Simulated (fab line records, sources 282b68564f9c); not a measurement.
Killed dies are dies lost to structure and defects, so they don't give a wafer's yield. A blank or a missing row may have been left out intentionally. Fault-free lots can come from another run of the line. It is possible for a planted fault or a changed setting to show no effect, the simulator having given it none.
8D (eight disciplines) problem report, filled in by code + flow rit-cmos + the parts of the form that need people (team, actions taken, sign-off) are left out

## 1. WHAT WENT WRONG
Mean of heater-power-total-W at RIT_NSD_SOFTBAKE_02: 34.07 W across 6 wafers in 2 lots; on wafers with no fault it is 34.56 W (standard deviation 0.047). That is -10 standard deviations from the usual mean.
The step: time 60 s.
First observed at day 7 17:56: wafer L608.2, on litho-track-03. At this step, 42 wafers from 14 lots have a number in the record. The rule behind "out" and "out of limits": a value lying over 4 standard deviations away from the usual mean. The rest of the wafers with a number are treated as sound.

## 2. WHAT IT IS; WHAT IT IS NOT
| question                    | is                                 | is not                                                                 |
|-----------------------------|------------------------------------|------------------------------------------------------------------------|
| which readings at this step | heater-power-total-W, plate-temp-C | chill-plate-temp-C, exhaust-pa                                         |
| which lots                  | L608, L609                         | L586, L587, L589, L591, L592, L593, L594, L596, L597, L600, L602, L604 |
| which wafers of those lots  | all that have a number             | -                                                                      |
| read on which tools         | litho-track-03                     | litho-track-01, litho-track-04                                         |
| when                        | from day 7 17:56                   | up to then (36 sound wafers)                                           |

## 3. WHAT RULES OUT EACH SUSPECT
Counting: a tool stays on the suspect list if, at a process step up to the reading, it processed all lots that are out and no sound lot following the first of them.
- litho-track-03 at RIT_NSD_SOFTBAKE_02 (time 60 s): kept. It ran every lot that is out, first L608 (day 7 17:56), and no sound lot after that; its last sound lot up to then is L604 (day 6 18:35). On those wafers its own readings are out: heater-power-total-W, plate-temp-C.
After counting, what remains is litho-track-03 at RIT_NSD_SOFTBAKE_02.

## 4. THE CAUSE (what the simulator had put in)
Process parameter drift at RIT_NSD_SOFTBAKE_02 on litho-track-03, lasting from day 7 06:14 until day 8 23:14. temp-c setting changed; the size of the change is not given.
After counting, this tool was the only one left.

## 5. THE EFFECT CHAIN, in route order
Each row: a reading where the mean over the struck wafers with a number is more than 3 standard deviations away from the usual. Only readings for which the record gives a usual standard deviation are gone through. hours: the time from each lot's start at the first step in this table that gives one to its start at this step, as a median over the lots. sigmas: the change in usual standard deviations.
| hours | step                | reading              | usual   | on struck wafers | change | sigmas |
|-------|---------------------|----------------------|---------|------------------|--------|--------|
| 0     | RIT_NSD_SOFTBAKE_02 | heater-power-total-W | 34.56 W | 34.07            | -0.49  | -10    |
| 0     | RIT_NSD_SOFTBAKE_02 | plate-temp-C         | 90.01 C | 89.22            | -0.79  | -6.6   |
It contains these process steps:
- RIT_NSD_SOFTBAKE_02: time 60 s.

## 6. HOW IT WOULD HAVE BEEN CAUGHT EARLIER
The fault began at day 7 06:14; the first out-of-limits reading in this record came at day 7 17:56, 12 hours later.
